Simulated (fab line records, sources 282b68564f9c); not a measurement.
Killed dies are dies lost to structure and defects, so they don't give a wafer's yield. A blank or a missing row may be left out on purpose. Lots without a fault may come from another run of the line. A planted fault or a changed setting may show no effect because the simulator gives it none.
A struck lot beside a sound one | flow rit_cmos | 16 steps out of a route of 202
Sound: wafers L150.1, L150.5, L150.6. Struck: wafers L165.3, L165.5, L165.6. The cause comes at the end.
At each step with rows: each side's tool, then ch and its chambers, then its first start. Under that, the readings that differ: sound wafers | struck wafers | difference of the means | sigmas: that difference in standard deviations of wafers without a fault.
alike: readings whose means differ by less than 2 such deviations, and words and numbers that are the same on both sides. not compared: withheld readings, readings that some wafer has no value for, bounds like >300 that may hide the same value, and numbers for which the record gives no deviation and whose values overlap.
The two part at a step that has a row with sigmas, a row that says differs or no value, or rows on one side only. Numbers that don't overlap but have no deviation are shown without sigmas and don't part them. A reading that every wafer of one side lacks parts them only if that side has two wafers or more.

RIT_ACTIVE_BOW_MEAS_00:
  sound on film_metro-01, day 1 20:00; struck on film_metro-04, day 4 23:02
  alike: INCOMING_BOW
then, 1 step without rows for these wafers: RIT_ACTIVE_OXIDATION_01 (target thk 46.8 nm, ox time 3360 s).
RIT_ACTIVE_THK_MEAS_02:
  sound on film_metro-01, day 1 22:03; struck on film_metro-03, day 5 02:22
  alike: ACTIVE_OXIDE_THK
then, 1 step without rows for these wafers: RIT_ACTIVE_CVD_03 (deposits Si3N4 from SiH2Cl2/NH3, target thk 150 nm, time 1500 s).
RIT_ACTIVE_THK_MEAS_04:
  sound on film_metro-01, day 1 23:32; struck on film_metro-01, day 5 03:50
  alike: ACTIVE_NITRIDE_THK
then, 3 steps without rows for these wafers: RIT_ACTIVE_HMDS_05 (prime time 60 s); RIT_ACTIVE_COAT_06 (resist thk 1007 nm); RIT_ACTIVE_SOFTBAKE_07 (time 60 s).
RIT_ACTIVE_EXPOSE_08: exposes mask M1, target cd 1400 nm.
  sound on iline_stepper-02 ch 0, day 2 00:10; struck on iline_stepper-01 ch 0, day 5 04:22
  reading              | sound                | struck               | difference | sigmas
  exposure_dose_mJ_cm2 | 225.31 225.39 225.37 | 208.93 209.31 209.19 | -16.21     | -74
  alike: mask
then, 2 steps without rows for these wafers: RIT_ACTIVE_PEB_09; RIT_ACTIVE_DEVELOP_10 (develop time 50 s).
RIT_ACTIVE_CD_MEAS_11: target cd 1400 nm.
  sound on cd_sem-01, day 2 00:34; struck on cd_sem-01, day 5 04:46
  reading    | sound                | struck               | difference | sigmas
  cd_nm (nm) | 1400.5 1401.7 1399.7 | 1423.4 1422.1 1422.8 | +22.1      | +9
then, 1 step without rows for these wafers: RIT_ACTIVE_HARDBAKE_12 (time 60 s).
RIT_ACTIVE_ETCH_13: etches Si3N4 in SF6, stops on SiO2, time 210 s, target depth 210 nm.
  sound on rie_diel-02 ch 0,1,2, day 2 00:50; struck on rie_diel-03 ch 0,1,3, day 5 05:02
  reading                 | sound          | struck         | difference | sigmas
  model.ACTIVE.cd_nm (nm) | 1401 1402 1399 | 1423 1422 1423 | +22        |
  alike: chamber_pressure_mTorr, drypump_motor_current_A, oes_product_au, throttle_valve_pct
  not compared: rf_hours_counter_h
RIT_ACTIVE_STRIP_14: strips in O2, time 180 s.
  sound on plasma_asher-01 ch 0,1, day 2 00:58; struck on plasma_asher-04 ch 0,1, day 5 05:14
  alike: chamber_pressure_mTorr, drypump_motor_current_A
  not compared: rf_hours_counter_h
RIT_M1_PROBE_99:
  sound on prober-01, day 3 20:35; struck on prober-02, day 7 03:35
  alike: killed_at_M0_to_M3, killed_at_front_end, killed_dies, killed_open, killed_short

WHERE THEY PART
First at RIT_ACTIVE_EXPOSE_08; last, within this record, at RIT_ACTIVE_CD_MEAS_11. Later steps at which nothing parts them and some readings are alike: RIT_ACTIVE_ETCH_13, RIT_ACTIVE_STRIP_14, RIT_M1_PROBE_99.

WHY: what the simulator had put in
Process parameter drift: iline_stepper-01, from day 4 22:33 on, at RIT_ACTIVE_EXPOSE_08. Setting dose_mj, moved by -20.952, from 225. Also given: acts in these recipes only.
